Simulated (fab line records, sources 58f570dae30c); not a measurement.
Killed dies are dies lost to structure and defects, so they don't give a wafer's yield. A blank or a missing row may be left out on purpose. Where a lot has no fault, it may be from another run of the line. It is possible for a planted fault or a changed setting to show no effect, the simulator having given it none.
fab line records -- flow berkeleyCmos170
record lots=15, wafers=45, lastDay=13
route steps=331 shown NWELL@15
lots untouched by any fault: they come from a run of this same line in which no faults occurred
startH: hours from the record's first day to the start of the lot's first wafer shown -- waitH: time in hours since the lot's previous step -- " same as the row above -- L1.1+2: several wafers, shown together as one row -- - either no value or no given start -- * or withheld: withheld -- < > ~ a bound
route shown NAME@n: names a module that has steps shown in the file, with the first one's number in the route -- usual: mean/standard deviation taken from wafers without a fault -- same: alike in all rows -- chamber/n: place in a boat -- sites: the reading at each site -- _std_site: standard deviation across them -- _edge_site: the outer-site mean with the inner-site mean subtracted -- radiusMm: for every site, how far away it sits from the centre of the wafer -- mask NAME#n: copy n -- behind: the most recent tool/chamber to have shaped the wafer -- hold: the reason the lot was held/the length of the hold in hours/how it ended -- device: which transistor (n, p or np) failed to switch -- end of line: at the end of the route, the tests of the same wafers -- where a step has no rows: the recipe by itself -- killed: not the wafer's yield, but the dies lost to structure and defects at the first sort -- map: a wafer's dies, marking killed ones x, the rest . and places with no die _
set.NAME: the setting the step ran with; set.NAME@STEP: the setting that earlier step ran with -- model.NAME: the simulator's own value behind a step, which no gauge read
the route's steps for a sample of lots (tables are steps, rows are wafers)
services: the hour from which a tool's chamber was out of use, counted from the record's first day as startH (under 0 if before that day), plus the number of hours and why
## steps
# step UCB170_NWELL_OXIDATION_01
# recipe tempC=1000, ambient=O2, targetThkA=264, oxTimeS=1260
# usual tubeCenterTempC=1000/0.094
lot.wafer,tool,chamber,startH,waitH,tubeCenterTempC
L681.3,furnace-04,0,23.64,4.1,1000.1
L681.4,furnace-04,0,23.64,4.1,1000.1
L681.6,furnace-04,0,23.64,4.1,999.93
L682.1,furnace-01,0,32.26,4.7,999.95
L682.3,furnace-01,0,32.26,4.7,1000
L682.6,furnace-01,0,32.26,4.7,999.95
L683.2,furnace-01,0,40.80,4.1,1000.1
L683.5,furnace-01,0,40.80,4.1,1000.1
L683.6,furnace-01,0,40.80,4.1,999.83
L685.1,furnace-02,0,50.26,4.9,1000.2
L685.3,furnace-02,0,50.26,4.9,1000.1
L685.5,furnace-02,0,50.26,4.9,999.91
L686.1,furnace-02,0,50.26,4.9,999.97
L686.2,furnace-02,0,50.26,4.9,1000.2
L686.5,furnace-02,0,50.26,4.9,1000.1
L688.2,furnace-01,0,65.11,3.9,1000.1
L688.3,furnace-01,0,65.11,3.9,999.94
L688.5,furnace-01,0,65.11,3.9,999.96
L688.2,furnace-01,0,67.96,1.5,1000.1
L688.3,furnace-01,0,67.96,1.5,1000.1
L688.5,furnace-01,0,67.96,1.5,999.99
L690.1,furnace-02,0,69.21,3.9,1000.1
L690.2,furnace-02,0,69.21,3.9,1000
L690.3,furnace-02,0,69.21,3.9,1000.1
L694.3,furnace-02,0,89.28,3.8,1000.1
L694.5,furnace-02,0,89.28,3.8,999.99
L694.6,furnace-02,0,89.28,3.8,999.95
L694.3,furnace-02,0,91.88,1.2,1000.1
L694.5,furnace-02,0,91.88,1.2,1000
L694.6,furnace-02,0,91.88,1.2,1000
L696.1,furnace-04,0,96.64,3.2,1000.1
L696.2,furnace-04,0,96.64,3.2,999.94
L696.6,furnace-04,0,96.64,3.2,999.88
L697.1,furnace-01,0,104.34,3.2,1000
L697.4,furnace-01,0,104.34,3.2,1000.1
L697.6,furnace-01,0,104.34,3.2,999.97
L697.1,furnace-01,0,108.69,3.0,1000
L697.4,furnace-01,0,108.69,3.0,999.89
L697.6,furnace-01,0,108.69,3.0,999.99
L700.1,furnace-04,0,118.24,1.4,1000
L700.3,furnace-04,0,118.24,1.4,1000.1
L700.4,furnace-04,0,118.24,1.4,1000.1
L701.1,furnace-02,0,126.43,1.8,1000
L701.2,furnace-02,0,126.43,1.8,999.95
L701.6,furnace-02,0,126.43,1.8,1000
L702.1,furnace-02,0,133.86,4.3,999.89
L702.5,furnace-02,0,133.86,4.3,999.95
L702.6,furnace-02,0,133.86,4.3,1000.2
L703.2,furnace-02,0,133.86,4.3,999.92
L703.5,furnace-02,0,133.86,4.3,1000
L703.6,furnace-02,0,133.86,4.3,1000
L704.2,furnace-01,0,141.88,6.3,999.91
L704.4,furnace-01,0,141.88,6.3,999.82
L704.6,furnace-01,0,141.88,6.3,999.97
# step UCB170_NWELL_THK_MEAS_02
# recipe reads=SiO2_of_NWELL_OXIDATION_01
# usual NWELL_OXIDE_THK=26.5/0.43
lot.wafer,tool,chamber,startH,waitH,NWELL_OXIDE_THK[nm]
L681.3,filmMetro-04,-,25.01,0.0,26.3
L681.4,filmMetro-04,-,25.01,0.0,26.6
L681.6,filmMetro-04,-,25.01,0.0,25.4
L682.1,filmMetro-03,-,33.61,0.0,26.4
L682.3,filmMetro-03,-,33.61,0.0,26.8
L682.6,filmMetro-03,-,33.61,0.0,26.3
L683.2,filmMetro-04,-,42.16,0.0,26.4
L683.5,filmMetro-04,-,42.16,0.0,26.9
L683.6,filmMetro-04,-,42.16,0.0,26.7
L685.1,filmMetro-01,-,51.61,0.0,26.8
L685.3,filmMetro-01,-,51.61,0.0,26.4
L685.5,filmMetro-01,-,51.61,0.0,26.1
L686.1,filmMetro-04,-,51.61,0.0,26.0
L686.2,filmMetro-04,-,51.61,0.0,25.7
L686.5,filmMetro-04,-,51.61,0.0,26.0
L688.2,filmMetro-04,-,69.32,0.0,39.5
L688.3,filmMetro-04,-,69.32,0.0,39.5
L688.5,filmMetro-04,-,69.32,0.0,40.2
L690.1,filmMetro-01,-,70.56,0.0,26.5
L690.2,filmMetro-01,-,70.56,0.0,26.1
L690.3,filmMetro-01,-,70.56,0.0,26.2
L694.3,filmMetro-03,-,93.25,0.0,39.7
L694.5,filmMetro-03,-,93.25,0.0,38.0
L694.6,filmMetro-03,-,93.25,0.0,39.5
L696.1,filmMetro-04,-,97.99,0.0,25.9
L696.2,filmMetro-04,-,97.99,0.0,26.2
L696.6,filmMetro-04,-,97.99,0.0,26.1
L697.1,filmMetro-03,-,110.04,0.0,41.8
L697.4,filmMetro-03,-,110.04,0.0,41.4
L697.6,filmMetro-03,-,110.04,0.0,41.2
L700.1,filmMetro-01,-,119.59,0.0,27.0
L700.3,filmMetro-01,-,119.59,0.0,27.3
L700.4,filmMetro-01,-,119.59,0.0,27.3
L701.1,filmMetro-03,-,127.78,0.0,26.2
L701.2,filmMetro-03,-,127.78,0.0,26.4
L701.6,filmMetro-03,-,127.78,0.0,25.8
L702.1,filmMetro-03,-,135.21,0.0,26.3
L702.5,filmMetro-03,-,135.21,0.0,26.4
L702.6,filmMetro-03,-,135.21,0.0,26.4
L703.2,filmMetro-04,-,135.22,0.0,26.2
L703.5,filmMetro-04,-,135.22,0.0,26.0
L703.6,filmMetro-04,-,135.22,0.0,26.0
L704.2,filmMetro-04,-,143.24,0.0,26.5
L704.4,filmMetro-04,-,143.24,0.0,26.3
L704.6,filmMetro-04,-,143.24,0.0,26.7
## services
tool,chamber,startH,hours,kind
furnace-01,-,56.90,1.6,pm
furnace-01,-,73.14,2.5,repair
## key
firstSign step=UCB170_NWELL_OXIDATION_01, reading=visit, direction=added
effect step=UCB170_NWELL_THK_MEAS_02, reading=NWELL_OXIDE_THK, direction=up, sigmas=32, usual=26.5, struck=40.1
metAt UCB170_NWELL_OXIDATION_01
struckLots L688,L694,L697
testerLeftOut L688,L694,L697
fault kind=repeatedStepWhole, tool=furnace-01,furnace-02,furnace-04, chamber=-, onsetH=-, steps=UCB170_NWELL_OXIDATION_01, times=1, scope=struckLotsOnly
# testerLeftOut: of these lots the tester's yield and bins aren't shown, on N5 and GAA mostly nor the transistor test; their killed dies are dies lost to structure and defects alone, not to doping, threshold or leakage, so they don't give the yield
